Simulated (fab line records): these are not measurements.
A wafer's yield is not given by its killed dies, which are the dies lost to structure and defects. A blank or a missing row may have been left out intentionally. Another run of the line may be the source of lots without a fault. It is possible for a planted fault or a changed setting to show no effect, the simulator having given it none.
Which tool is to blame? | flow berkeley-cmos170 | 14 lots, 42 wafers sampled, at 2 steps of a route of 331

== WHAT EACH GAUGE READ, for each wafer ==
UCB170_V2_CD_MEAS_90 targets a cd of 700 nm.
lot  | measured     | on        | cd-nm (nm)
L621 | day 8 02:02  | cd-sem-01 | 699.9 699.5 698.8
L623 | day 8 15:32  | cd-sem-01 | 699.4 697.3 699.0
L625 | day 9 04:51  | cd-sem-01 | 699.7 699.9 700.5
L629 | day 10 00:31 | cd-sem-02 | 697.2 699.6 700.0
L630 | day 10 00:38 | cd-sem-02 | 698.5 698.4 697.6
L627 | day 10 01:37 | cd-sem-02 | 699.4 696.6 698.6
L628 | day 10 02:16 | cd-sem-02 | 696.6 697.5 697.2
L631 | day 10 16:59 | cd-sem-02 | 697.3 700.6 696.8
L633 | day 11 03:19 | cd-sem-01 | 696.7 700.8 696.7
L637 | day 11 06:20 | cd-sem-01 | 696.4 698.0 697.7
L641 | day 12 00:53 | cd-sem-01 | 698.3 699.6 697.1
L639 | day 12 01:13 | cd-sem-02 | 698.8 699.4 698.9
L642 | day 12 02:35 | cd-sem-01 | 698.8 700.7 699.7
L640 | day 12 03:06 | cd-sem-01 | 698.7 699.6 699.0

== TOOL THAT RAN EACH LOT (tool first, then ch and the chambers of the sampled wafers, then the start) ==
lot  | UCB170_M2_STRIP_19
L621 | plasma-asher-04 ch 0,1, day 7 23:34
L623 | plasma-asher-04 ch 1, day 8 13:03
L625 | plasma-asher-02 ch 0,1, day 9 01:09
L629 | plasma-asher-04 ch 0,1, day 9 21:26
L630 | plasma-asher-04 ch 0,1, day 9 22:00
L627 | plasma-asher-02 ch 0,1, day 9 22:48
L628 | plasma-asher-02 ch 0, day 9 22:57
L631 | plasma-asher-02 ch 0,1, day 10 14:11
L633 | plasma-asher-03 ch 0,1, day 11 00:35
L637 | plasma-asher-03 ch 0,1, day 11 03:11
L641 | plasma-asher-02 ch 1, day 11 22:02
L639 | plasma-asher-04 ch 0,1, day 11 22:43
L642 | plasma-asher-02 ch 0,1, day 11 23:29
L640 | plasma-asher-04 ch 0,1, day 12 00:08
- UCB170_M2_STRIP_19: strips in O2.

== WHAT THE TOOLS THEMSELVES READ (means of the sampled wafers that have a number; where no wafer has one, the mark that the record gives instead) ==
UCB170_M2_STRIP_19.
lot  | tool            | drypump-motor-current-A (A) | oes-product-au (a.u.)
L621 | plasma-asher-04 | 6.1                         | 0.560
L623 | plasma-asher-04 | 6.6                         | 0.549
L625 | plasma-asher-02 | 5.8                         | 0.549
L629 | plasma-asher-04 | 6.3                         | 0.548
L630 | plasma-asher-04 | 6.1                         | 0.562
L627 | plasma-asher-02 | 5.8                         | 0.549
L628 | plasma-asher-02 | 5.9                         | 0.541
L631 | plasma-asher-02 | 5.8                         | 0.552
L633 | plasma-asher-03 | 5.5                         | 0.542
L637 | plasma-asher-03 | 5.6                         | 0.543
L641 | plasma-asher-02 | 5.6                         | 0.543
L639 | plasma-asher-04 | 6.3                         | 0.558
L642 | plasma-asher-02 | 5.6                         | 0.552
L640 | plasma-asher-04 | 6.3                         | 0.556

== THE ANSWER, worked out from the rows above alone ==
Rule: the lots themselves supply what counts as usual. Put in order of their means at a reading, lots are off if they are a third of the lots or fewer, leave a main group of 4 or more, and stand apart from it by a gap of 3 or more times the standard deviation of the main group's means; of several such gaps the widest counts. A main group is skipped when, at the precision printed for the reading in the tables above, its means are all equal. A lot without any number at a reading at which 4 lots or more have one is off too. Any other lot the step has rows for is counted as sound. Order of review: gauges by route order, followed by the tools' own readings, for which a lot's mean as printed above is used. At the first step where some lot is off, the reading lying furthest off is the one used; lots without a number count as furthest.
None of the lots is off at any reading shown; this tells nothing.

== WHAT THE SIMULATOR PUT IN ==
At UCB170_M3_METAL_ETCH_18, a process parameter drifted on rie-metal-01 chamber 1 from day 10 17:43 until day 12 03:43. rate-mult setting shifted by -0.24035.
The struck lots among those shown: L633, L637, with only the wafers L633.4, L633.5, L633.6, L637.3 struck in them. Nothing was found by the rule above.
